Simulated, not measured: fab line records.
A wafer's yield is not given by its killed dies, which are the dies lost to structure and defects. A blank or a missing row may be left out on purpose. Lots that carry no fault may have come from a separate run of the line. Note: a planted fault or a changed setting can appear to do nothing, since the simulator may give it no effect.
fab line records | flow berkeley-cmos170
record: lots: 14 | wafers: 42 | last-day: 11
route steps=331 shown NLDD@168 PSD@182 PLDD@208 SILICIDE@215
lots that met no fault: taken from a fault-free run of the same line
start-h: hours from the record's opening day to when the first of the lot's shown wafers began | wait-h: hours elapsed since this lot's preceding step | " same as the row above | L1.1+2: a row that stands for several wafers | - no value present, or no start provided | * or withheld: withheld | < > ~ a bound
route shown NAME@n: NAME is a module with steps in the file, n the number in the route of the first one | usual: mean and standard deviation over wafers with no fault | same: alike in all rows | chamber/n: place in a boat | sites: each site's reading | _std_site: the values' standard deviation | _edge_site: mean of outer sites minus mean of inner sites | radius-mm: for every site, how far away it sits from the centre of the wafer | mask NAME#n: copy n | behind: the last tool/chamber to shape the wafer | hold: what put the lot on hold/how long, in hours/how the hold closed | device: names the non-switching transistor (n, p or np) | end of line: at the end of the route, the tests of the same wafers | a step given without rows: its recipe and nothing more | killed: at the first sort, the dies lost to defects and structure; wafer yield is something else | map: a wafer's dies, marking killed ones x, the rest . and places with no die _
set.NAME: the setting as run; set.NAME@STEP: as run at that earlier step | model.NAME: the simulator's own value behind a step, which no gauge read
steps of the route over a sample of lots; a table a step, a row a wafer
services: the hour from which a tool's chamber was out of use, counted from the record's first day as start-h (under 0 if before that day), plus the number of hours and why
== steps ==
step: UCB170_NLDD_STRIP_10
recipe: chemistry: O2 | power-w: 400 | pressure-mtorr: 3500 | platen-temp-c: withheld | o2-flow-sccm: 400 | overash-fraction: 0.5
usual: drypump-motor-current-A: 5.88/0.29 | oes-product-au: 0.735/0.0045 | strip-time-to-endpoint-s: 21.61/0.067
lot.wafer | tool            | chamber | start-h | wait-h | drypump-motor-current-A | oes-product-au | rf-hours-counter-h | strip-time-to-endpoint-s
L455.1    | plasma-asher-03 | 1       | 123.68  | 0.1    | 6.38                    | 0.736          | 42                 | 21.63
L455.2    | "               | 0       | "       | "      | 5.65                    | 0.729          | 42                 | 21.65
L455.5    | "               | 1       | "       | "      | 6.33                    | 0.738          | -                  | 21.67
L454.1    | plasma-asher-02 | 0       | 123.92  | 0.1    | 5.81                    | 0.735          | 1                  | 21.65
L454.4    | "               | 1       | "       | "      | 5.79                    | 0.743          | -                  | 21.67
L454.5    | "               | 1       | "       | "      | 5.79                    | 0.734          | -                  | 21.60
L457.2    | plasma-asher-03 | 0       | 137.58  | 0.1    | 5.59                    | 0.743          | 43                 | 21.63
L457.3    | "               | 0       | "       | "      | 5.60                    | 0.732          | -                  | 21.60
L457.5    | "               | 0       | "       | "      | 5.64                    | 0.736          | -                  | 21.67
L459.1    | plasma-asher-02 | 1       | 152.12  | 0.1    | 5.79                    | 0.743          | 5                  | 21.46
L459.3    | "               | 1       | "       | "      | 5.80                    | 0.739          | -                  | 21.50
L459.4    | "               | 0       | "       | "      | 5.81                    | 0.739          | -                  | 21.53
L463.1    | plasma-asher-02 | 0       | 174.57  | 0.1    | 5.81                    | 0.741          | 8                  | 21.67
L463.4    | "               | 1       | "       | "      | 5.78                    | 0.745          | -                  | 21.59
L463.6    | "               | 1       | "       | "      | 5.80                    | 0.729          | -                  | 21.62
L464.2    | plasma-asher-02 | 0       | 191.92  | 0.1    | 5.81                    | 0.733          | 10                 | 21.76
L464.3    | "               | 1       | "       | "      | 5.79                    | 0.738          | -                  | 21.74
L464.6    | "               | 1       | "       | "      | 5.79                    | 0.735          | -                  | 21.74
L468.1    | plasma-asher-01 | 1       | 211.24  | 0.1    | 6.31                    | 0.741          | 46                 | 21.66
L468.4    | "               | 1       | "       | "      | 6.30                    | 0.737          | -                  | 21.64
L468.5    | "               | 1       | "       | "      | 6.32                    | 0.732          | -                  | 21.68
L471.1    | plasma-asher-01 | 0       | 212.96  | 0.1    | 5.51                    | 0.734          | 47                 | 21.54
L471.2    | "               | 1       | "       | "      | 6.33                    | 0.736          | 47                 | 21.60
L471.4    | "               | 0       | "       | "      | 5.52                    | 0.734          | -                  | 21.58
L472.2    | plasma-asher-01 | 1       | 225.85  | 0.1    | 6.29                    | 0.737          | 49                 | 21.64
L472.3    | "               | 1       | "       | "      | 6.28                    | 0.733          | -                  | 21.62
L472.6    | "               | 0       | "       | "      | 5.53                    | 0.734          | -                  | 21.62
L474.2    | plasma-asher-01 | 1       | 230.27  | 0.1    | 6.30                    | 0.731          | 50                 | 21.61
L474.4    | "               | 1       | "       | "      | 6.31                    | 0.734          | -                  | 21.55
L474.5    | "               | 1       | "       | "      | 6.31                    | 0.734          | -                  | 21.59
L473.4    | plasma-asher-01 | 1       | 231.13  | 0.1    | 6.33                    | 0.731          | -                  | 21.51
L473.5    | "               | 1       | "       | "      | 6.32                    | 0.734          | -                  | 21.54
L473.6    | "               | 0       | "       | "      | 5.54                    | 0.729          | -                  | 21.59
L477.1    | plasma-asher-02 | 0       | 238.80  | 0.1    | 5.81                    | 0.737          | 14                 | 21.77
L477.3    | "               | 1       | "       | "      | 5.78                    | 0.732          | -                  | 21.73
L477.6    | "               | 1       | "       | "      | 5.78                    | 0.738          | -                  | 21.78
L475.1    | plasma-asher-02 | 0       | 239.80  | 0.1    | 5.80                    | 0.734          | 14                 | 21.63
L475.3    | "               | 1       | "       | "      | 5.81                    | 0.729          | -                  | 21.62
L475.6    | "               | 1       | "       | "      | 5.82                    | 0.730          | -                  | 21.69
L476.1    | plasma-asher-03 | 0       | 240.11  | 0.1    | 5.64                    | 0.737          | 56                 | 21.55
L476.2    | "               | 1       | "       | "      | 6.36                    | 0.735          | 56                 | 21.51
L476.4    | "               | 0       | "       | "      | 5.63                    | 0.725          | -                  | 21.54
step: UCB170_PSD_OVL_MEAS_07
usual: PSD_OVL: 0/5.9
lot.wafer | tool       | chamber | start-h | wait-h | PSD_OVL[nm]
L455.1    | overlay-01 | -       | 130.61  | 0.1    | -1
L455.2    | "          | -       | "       | "      | 7
L455.5    | "          | -       | "       | "      | 3
L454.1    | overlay-02 | -       | 130.82  | 0.1    | -6
L454.4    | "          | -       | "       | "      | -8
L454.5    | "          | -       | "       | "      | -5
L457.2    | overlay-02 | -       | 147.34  | 0.1    | 1
L457.3    | "          | -       | "       | "      | 0
L457.5    | "          | -       | "       | "      | -5
L459.1    | overlay-01 | -       | 160.77  | 0.1    | -2
L459.3    | "          | -       | "       | "      | -3
L459.4    | "          | -       | "       | "      | 0
L463.1    | overlay-02 | -       | 181.10  | 0.1    | -4
L463.4    | "          | -       | "       | "      | 1
L463.6    | "          | -       | "       | "      | -8
L464.2    | overlay-02 | -       | 197.34  | 0.1    | 3
L464.3    | "          | -       | "       | "      | -1
L464.6    | "          | -       | "       | "      | 5
L468.1    | overlay-02 | -       | 215.88  | 0.1    | -3
L468.4    | "          | -       | "       | "      | 2
L468.5    | "          | -       | "       | "      | 3
L471.1    | overlay-02 | -       | 216.62  | 0.1    | -1
L471.2    | "          | -       | "       | "      | 1
L471.4    | "          | -       | "       | "      | 5
L472.2    | overlay-01 | -       | 232.00  | 0.1    | 0
L472.3    | "          | -       | "       | "      | 9
L472.6    | "          | -       | "       | "      | 9
L474.2    | overlay-02 | -       | 236.65  | 0.1    | -2
L474.4    | "          | -       | "       | "      | -5
L474.5    | "          | -       | "       | "      | 9
L473.4    | overlay-01 | -       | 236.87  | 0.1    | 6
L473.5    | "          | -       | "       | "      | 9
L473.6    | "          | -       | "       | "      | 5
L475.1    | overlay-01 | -       | 244.26  | 0.1    | 6
L475.3    | "          | -       | "       | "      | 0
L475.6    | "          | -       | "       | "      | 6
L476.1    | overlay-02 | -       | 244.43  | 0.1    | 4
L476.2    | "          | -       | "       | "      | -1
L476.4    | "          | -       | "       | "      | -3
L477.1    | overlay-01 | -       | 244.55  | 0.1    | -9
L477.3    | "          | -       | "       | "      | -2
L477.6    | "          | -       | "       | "      | -1
step: UCB170_SDANNEAL_RS_MEAS_04
recipe: thk-meas-gauge: four-point-probe
usual: PLDD_RS: 1031.1/2.7
lot.wafer | tool          | chamber | start-h | wait-h | PLDD_RS[ohm/sq]
L454.1    | film-metro-02 | -       | 134.67  | 0.1    | 1034.0
L454.4    | "             | -       | "       | "      | 1033.8
L454.5    | "             | -       | "       | "      | 1031.2
L455.1    | film-metro-04 | -       | 134.67  | 0.1    | 1028.6
L455.2    | "             | -       | "       | "      | 1029.1
L455.5    | "             | -       | "       | "      | 1030.1
L457.2    | film-metro-01 | -       | 150.97  | 0.1    | 1026.4
L457.3    | "             | -       | "       | "      | 1028.3
L457.5    | "             | -       | "       | "      | 1024.6
L459.1    | film-metro-01 | -       | 164.97  | 0.1    | 1031.5
L459.3    | "             | -       | "       | "      | 1031.3
L459.4    | "             | -       | "       | "      | 1030.6
L463.1    | film-metro-01 | -       | 188.40  | 0.1    | 1028.6
L463.4    | "             | -       | "       | "      | 1031.6
L463.6    | "             | -       | "       | "      | 1033.5
L464.2    | film-metro-02 | -       | 205.55  | 0.1    | 1027.5
L464.3    | "             | -       | "       | "      | 1028.2
L464.6    | "             | -       | "       | "      | 1031.6
L468.1    | film-metro-01 | -       | 219.78  | 0.1    | 1033.2
L468.4    | "             | -       | "       | "      | 1032.8
L468.5    | "             | -       | "       | "      | 1034.0
L471.1    | film-metro-02 | -       | 221.71  | 0.1    | 1028.1
L471.2    | "             | -       | "       | "      | 1025.0
L471.4    | "             | -       | "       | "      | 1023.2
L472.2    | film-metro-01 | -       | 236.06  | 0.1    | 1035.4
L472.3    | "             | -       | "       | "      | 1030.9
L472.6    | "             | -       | "       | "      | 1032.6
L474.2    | film-metro-01 | -       | 240.92  | 0.1    | 1032.5
L474.4    | "             | -       | "       | "      | 1033.1
L474.5    | "             | -       | "       | "      | 1034.7
L473.4    | film-metro-04 | -       | 241.27  | 0.1    | 1033.2
L473.5    | "             | -       | "       | "      | 1030.2
L473.6    | "             | -       | "       | "      | 1034.2
L476.1    | film-metro-02 | -       | 248.37  | 0.1    | 1030.7
L476.2    | "             | -       | "       | "      | 1029.6
L476.4    | "             | -       | "       | "      | 1031.8
L477.1    | film-metro-01 | -       | 249.31  | 0.1    | 1026.8
L477.3    | "             | -       | "       | "      | 1032.0
L477.6    | "             | -       | "       | "      | 1030.1
L475.1    | film-metro-04 | -       | 249.37  | 0.1    | 1028.6
L475.3    | "             | -       | "       | "      | 1030.2
L475.6    | "             | -       | "       | "      | 1031.4
step: UCB170_SILICIDE_WET_ETCH_05
recipe: chemistry: SPM | time-s: 45 | temp-c: 120 | target: Ti
usual: bath-guard-temp-C: 120.2/0.42 | bath-heat-duty-pct: 13.3/1.5
lot.wafer | tool         | chamber | start-h | wait-h | bath-guard-temp-C | bath-heat-duty-pct
L455.1    | wet-bench-02 | 2       | 135.29  | 0.1    | 120.0             | 13.3
L455.2    | "            | 2       | "       | "      | 120.3             | 12.6
L455.5    | "            | 2       | "       | "      | 120.3             | 14.3
L454.1    | wet-bench-02 | 2       | 135.31  | 0.1    | 120.4             | 13.1
L454.4    | "            | 2       | "       | "      | 120.1             | 13.6
L454.5    | "            | 2       | "       | "      | 120.4             | 14.0
L457.2    | wet-bench-01 | 3       | 154.46  | 3.0    | 120.3             | 11.2
L457.3    | "            | 3       | "       | "      | 120.0             | 11.5
L457.5    | "            | 3       | "       | "      | 120.0             | 10.6
L459.1    | wet-bench-02 | 1       | 165.56  | 0.1    | 119.6             | 13.8
L459.3    | "            | 1       | "       | "      | 119.4             | 13.3
L459.4    | "            | 1       | "       | "      | 119.8             | 12.4
L463.1    | wet-bench-01 | 1       | 189.00  | 0.1    | 120.7             | 12.7
L463.4    | "            | 1       | "       | "      | 120.6             | 13.5
L463.6    | "            | 1       | "       | "      | 120.6             | 12.5
L464.2    | wet-bench-02 | 3       | 206.13  | 0.1    | 120.5             | 14.9
L464.3    | "            | 3       | "       | "      | 120.7             | 14.1
L464.6    | "            | 3       | "       | "      | 120.4             | 14.0
L468.1    | wet-bench-02 | 0       | 220.57  | 0.2    | -                 | -
L468.4    | "            | 0       | "       | "      | -                 | -
L468.5    | "            | 0       | "       | "      | -                 | -
L471.1    | wet-bench-01 | 2       | 222.30  | 0.1    | -                 | -
L471.2    | "            | 2       | "       | "      | -                 | -
L471.4    | "            | 2       | "       | "      | -                 | -
L472.2    | wet-bench-03 | 2       | 236.63  | 0.1    | 120.4             | 16.7
L472.3    | "            | 2       | "       | "      | 120.7             | 18.2
L472.6    | "            | 2       | "       | "      | 121.1             | 17.5
L474.2    | wet-bench-03 | 1       | 241.49  | 0.1    | 119.6             | 12.1
L474.4    | "            | 1       | "       | "      | 119.7             | 12.4
L474.5    | "            | 1       | "       | "      | 119.6             | 12.8
L473.4    | wet-bench-02 | 1       | 241.80  | 0.0    | 120.1             | 12.7
L473.5    | "            | 1       | "       | "      | 119.9             | 12.2
L473.6    | "            | 1       | "       | "      | 120.0             | 13.5
L476.1    | wet-bench-02 | 0       | 249.00  | 0.1    | 119.8             | 13.5
L476.2    | "            | 0       | "       | "      | 119.7             | 12.1
L476.4    | "            | 0       | "       | "      | 120.1             | 13.1
L477.1    | wet-bench-02 | 2       | 249.90  | 0.1    | 120.3             | 14.6
L477.3    | "            | 2       | "       | "      | 119.9             | 13.5
L477.6    | "            | 2       | "       | "      | 120.2             | 13.9
L475.1    | wet-bench-02 | 0       | 249.96  | 0.1    | 119.4             | 13.4
L475.3    | "            | 0       | "       | "      | 119.9             | 12.4
L475.6    | "            | 0       | "       | "      | 120.1             | 13.3
== services ==
tool            | chamber | start-h | hours | kind
plasma-asher-02 | -       | 108.81  | 9.0   | pm
plasma-asher-02 | 0       | 108.81  | 9.0   | vent-cycle
plasma-asher-02 | 1       | 108.81  | 9.0   | vent-cycle
plasma-asher-02 | 0       | 117.81  | -     | clean
plasma-asher-02 | 1       | 117.81  | -     | clean
plasma-asher-01 | -       | 118.69  | 29.4  | pm
plasma-asher-01 | -       | 148.06  | 14.6  | pm
plasma-asher-01 | -       | 193.15  | 0.9   | repair
plasma-asher-02 | -       | 217.50  | 15.6  | pm
== key ==
first-sign: step: UCB170_SILICIDE_WET_ETCH_05 | reading: tool-record | direction: missing
effect none on later readings
met-at UCB170_SILICIDE_WET_ETCH_05
struck-lots L468,L471
later-rows-left-out L468.1,L468.4,L468.5,L471.1,L471.2,L471.4
sort-left-out L468.1,L468.4,L468.5,L471.1,L471.2,L471.4
tester-left-out L468,L471
not-acting-at UCB170_NLDD_STRIP_10,UCB170_PSD_OVL_MEAS_07,UCB170_SDANNEAL_RS_MEAS_04
onset-between 206.13 220.57
fault: kind: skipped-step-whole | tool: wet-bench-01,wet-bench-02 | chamber: - | onset-h: 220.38 | steps: UCB170_SILICIDE_WET_ETCH_05 | scope: struck-lots-only
tester-left-out: of these lots the tester's yield and bins aren't shown, on N5 and GAA mostly nor the transistor test; their killed dies are dies lost to structure and defects alone, not to doping, threshold or leakage, so they don't give the yield
sort-left-out: the simulated sort isn't trusted on such a fault, so these wafers' sort isn't shown, and their yield isn't known
later-rows-left-out: the simulator's readings of these wafers behind a module that went badly wrong aren't trusted and aren't shown, but for the sort
